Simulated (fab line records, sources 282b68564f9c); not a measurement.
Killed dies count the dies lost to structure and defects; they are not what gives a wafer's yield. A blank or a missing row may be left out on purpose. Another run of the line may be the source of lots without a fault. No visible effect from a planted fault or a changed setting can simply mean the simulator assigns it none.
Comparing a struck lot with a sound one :: flow rit-cmos :: 19 steps out of a route of 202
Sound: the wafers L331.1, L331.4, L331.6. Struck: wafers L340.3, L340.5, L340.6. At the end, the cause is stated.
Each step with rows lists, per side, the tool, then ch with its chambers, then its first start. Under that, the readings that differ: sound wafers :: struck wafers :: difference of the means :: sigmas: that difference in standard deviations of wafers without a fault.
alike: same words and numbers on both sides, and readings whose means sit less than 2 such deviations apart. not compared: any withheld reading, any reading some wafer has no value for, any bound like >300 that may hide the same value, and any number with overlapping values for which the record gives no deviation.
The two part at a step that has a row with sigmas, a row that says differs or no value, or rows on one side only. Numbers that have no deviation but don't overlap get no sigmas and don't part them. Lack of a reading on every wafer of one side parts them only where that side has two or more wafers.

RIT_SILICIDE_RS_MEAS_02: a four-point-probe measurement.
  sound on film-metro-03, day 5 05:26; struck on film-metro-04, day 7 00:56
  alike: SILICIDE_TI_RS
RIT_SILICIDE_THK_MEAS_03: measures by xrf.
  sound on film-metro-03, day 5 05:33; struck on film-metro-04, day 7 01:02
  alike: SILICIDE_TI_THK
RIT_SILICIDE_RTA_04: time 10 s, ramp up 5 s, ramp down 5 s.
  sound on rtp-anneal-01 ch 0, day 5 05:37; struck on rtp-anneal-02 ch 0, day 7 01:07
  alike: anneal-temp-c-max, wafer_temp_C_max
then, 1 step without rows for these wafers: RIT_SILICIDE_WET_ETCH_05 (etches Ti in SPM, time 120 s).
RIT_SILICIDE_RTA_06: time 10 s, ramp up 5 s, ramp down 10 s.
  sound on rtp-anneal-01 ch 0, day 5 05:43; struck on rtp-anneal-01 ch 0, day 7 01:16
  alike: anneal-temp-c-max, wafer_temp_C_max
RIT_CONTACT_CVD_00: deposits SiO2 from TEOS, target thk 400 nm, time 61 s.
  sound on pecvd-01 ch 0,1,2, day 5 05:47; struck on pecvd-01 ch 0,1,2, day 7 01:19
  alike: heater-power-w, susceptor-temp-C
RIT_CONTACT_THK_MEAS_01:
  sound on film-metro-02, day 5 05:50; struck on film-metro-02, day 7 01:23
  alike: CONTACT_TEOS_THK
then, 5 steps without rows for these wafers: RIT_CONTACT_HMDS_02 (prime time 60 s); RIT_CONTACT_COAT_03 (resist thk 1000 nm); RIT_CONTACT_SOFTBAKE_04 (time 60 s); RIT_CONTACT_EXPOSE_05 (exposes mask M11, target cd 1000 nm); RIT_CONTACT_PEB_06.
RIT_CONTACT_DEVELOP_07: develop time 120 s.
  sound on litho-track-03 ch 0, day 5 06:00; struck on litho-track-03 ch 0, day 7 02:00
RIT_CONTACT_CD_MEAS_08 targets a cd of 1000 nm.
  sound on cd-sem-02, day 5 06:52; struck on cd-sem-01, day 7 02:55
reading: cd-nm (nm)
sound: 1002.2 1001.3 1001.4
struck: 1010.2 1012.2 1013.4
difference: +10.3
sigmas: +4
  not compared: hold
RIT_CONTACT_OVL_MEAS_09:
  sound on overlay-01, day 5 06:59; struck on overlay-02, day 7 06:02
reading: hold
sound: - - -
struck: await-dispo/3.0h/release await-dispo/3.0h/release await-dispo/3.0h/release
difference: no value on the sound wafers
sigmas: 
  alike: CONTACT_OVL
then, 1 step without rows for these wafers: RIT_CONTACT_HARDBAKE_10 (time 60 s).
RIT_CONTACT_ETCH_11: etches SiO2 in CHF3/CF4/Ar, stops on TiSi2, target depth 480 nm, time 320 s.
  sound on rie-diel-01 ch 1,2,3, day 5 07:10; struck on rie-diel-03 ch 0,1,3, day 7 06:17
reading: model.CONTACT.cd-nm (nm)
sound: 1002 1001 1001
struck: 1011 1012 1013
difference: +11
sigmas: 
  alike: chamber-pressure-mTorr, drypump-motor-current-A, oes-product-au, throttle-valve-pct
  not compared: rf-hours-counter-h
RIT_CONTACT_STRIP_12: strips in O2, time 180 s.
  sound on plasma-asher-03 ch 0,1, day 5 07:22; struck on plasma-asher-01 ch 0,1, day 7 06:32
  alike: chamber-pressure-mTorr, drypump-motor-current-A
  not compared: rf-hours-counter-h
RIT_M1_PROBE_99:
  sound on prober-01, day 5 12:13; struck on prober-02, day 7 12:30
  alike: killed-at-contacts, killed-at-front-end, killed-dies, killed-open, killed-short

== WHERE THEY PART ==
Earliest at RIT_CONTACT_CD_MEAS_08; latest, in this record, at RIT_CONTACT_OVL_MEAS_09. Later steps at which nothing parts them and some readings are alike: RIT_CONTACT_ETCH_11, RIT_CONTACT_STRIP_12, RIT_M1_PROBE_99.

WHY: what the simulator had put in
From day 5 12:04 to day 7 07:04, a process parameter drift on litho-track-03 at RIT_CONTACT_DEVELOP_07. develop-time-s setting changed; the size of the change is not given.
